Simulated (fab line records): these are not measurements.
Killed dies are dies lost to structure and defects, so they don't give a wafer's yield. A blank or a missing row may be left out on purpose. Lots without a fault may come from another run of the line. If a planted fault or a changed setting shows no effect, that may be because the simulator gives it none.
Which tool did it? ; flow ritCmos ; 21 wafers from 7 lots sampled at 2 of the route's 202 steps

## WHAT THE GAUGES SHOWED, per wafer
RIT_NSD_TW_MEAS_10.
lot;measured;on;NSD_TW
L534;day 3 16:04;filmMetro-02;3091 3080 3078
L536;day 3 22:07;filmMetro-02;3103 3089 3076
L540;day 4 16:03;filmMetro-03;3170 3160 3146
L545;day 5 20:01;filmMetro-03;3413 3428 3417
L548;day 6 08:34;filmMetro-02;3085 3095 3082
L552;day 7 01:19;filmMetro-02;3066 3073 3072
L554;day 7 10:41;filmMetro-03;3189 3168 3187

## EACH LOT AND THE TOOL THAT RAN IT (in order: tool; ch and the chambers of the sampled wafers; start)
lot;RIT_NSD_IMPLANT_08
L534;implanter-04 ch 0, day 3 15:45
L536;implanter-01 ch 0, day 3 21:50
L540;implanter-04 ch 0, day 4 15:46
L545;implanter-02 ch 0, day 5 19:41
L548;implanter-01 ch 0, day 6 08:16
L552;implanter-01 ch 0, day 7 00:59
L554;implanter-04 ch 0, day 7 10:23
- RIT_NSD_IMPLANT_08

## THE ANSWER, worked out from the rows above alone
Rule: the usual values come from the lots themselves. The widest of any qualifying gaps counts: lots, ordered by their means at a reading, are off when they make up no more than a third of the lots, leave a main group of 4 or more, and stand apart from it by 3 or more times the standard deviation of that group's means. A main group whose means are all the same, to the digits that the tables above print for the reading, isn't used. Also off: a lot with no number at a reading for which 4 or more lots have one. Any other lot the step has rows for is counted as sound.
Off: L545, at RIT_NSD_TW_MEAS_10 (NSD_TW). For the main group the mean is 3112 and the standard deviation 42.
A tool fits if, at a process step before that reading, it ran every lot that is off, and no sound lot after the first of them. Those tools and the gauges at RIT_NSD_TW_MEAS_10 are tried in the same way. One candidate fits, namely implanter-02 at RIT_NSD_IMPLANT_08. It ran no sound lot before its first lot that is off in this sample, so the start can't be narrowed down.

## WHAT THE SIMULATOR HAD PUT IN
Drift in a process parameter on implanter-02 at RIT_NSD_IMPLANT_08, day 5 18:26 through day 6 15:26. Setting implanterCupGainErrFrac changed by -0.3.
Shown lots that were struck: L545. The same result came from the rule above.
